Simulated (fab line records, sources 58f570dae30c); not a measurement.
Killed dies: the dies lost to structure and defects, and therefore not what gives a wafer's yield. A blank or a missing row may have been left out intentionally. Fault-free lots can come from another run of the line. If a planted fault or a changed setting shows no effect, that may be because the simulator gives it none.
The tool behind it: which one? ; flow berkeleyCmos170 ; Sampling: 7 lots, 21 wafers, 2 of 331 route steps

WHAT EACH GAUGE READ, for each wafer
UCB170_PWELL_TW_MEAS_17.
lot;measured;on;PWELL_TW
L281;day 3 14:18;filmMetro-02;378 377 378
L284;day 4 04:00;filmMetro-02;376 375 378
L286;day 4 12:44;filmMetro-03;376 376 375
L291;day 5 16:02;filmMetro-02;456 454 457
L297;day 6 15:14;filmMetro-01;380 382 380
L300;day 7 02:58;filmMetro-01;385 384 386
L303;day 8 03:21;filmMetro-01;385 384 386

EACH LOT AND THE TOOL THAT RAN IT (in order: tool; ch and the chambers of the sampled wafers; start)
lot;UCB170_PWELL_IMPLANT_15
L281;implanter-04 ch 0, day 3 14:04
L284;implanter-01 ch 0, day 4 03:47
L286;implanter-01 ch 0, day 4 12:29
L291;implanter-04 ch 0, day 5 15:49
L297;implanter-03 ch 0, day 6 15:01
L300;implanter-01 ch 0, day 7 02:43
L303;implanter-03 ch 0, day 8 03:07
- UCB170_PWELL_IMPLANT_15

THE ANSWER, worked out from the rows above alone
Rule: the lots themselves supply what counts as usual. Put in order of their means at a reading, lots are off if they are a third of the lots or fewer, leave a main group of 4 or more, and stand apart from it by a gap of 3 or more times the standard deviation of the main group's means; of several such gaps the widest counts. The tables above print the reading to a certain number of digits; a main group whose means all agree to those digits is not used. Also off: a lot with no number at a reading for which 4 or more lots have one. The other lots that the step has rows for count as sound.
Off: L291, at UCB170_PWELL_TW_MEAS_17 (PWELL_TW). The main group: mean 380, standard deviation 3.8.
If a tool, at a process step before that reading, ran all the lots that are off and no sound lot after the first of them, it fits. The gauges at UCB170_PWELL_TW_MEAS_17 are tried like those tools. This does not decide it: 2 tools fit, namely implanter-04 at UCB170_PWELL_IMPLANT_15 and filmMetro-02 at UCB170_PWELL_TW_MEAS_17.

WHAT THE SIMULATOR HAD PUT IN
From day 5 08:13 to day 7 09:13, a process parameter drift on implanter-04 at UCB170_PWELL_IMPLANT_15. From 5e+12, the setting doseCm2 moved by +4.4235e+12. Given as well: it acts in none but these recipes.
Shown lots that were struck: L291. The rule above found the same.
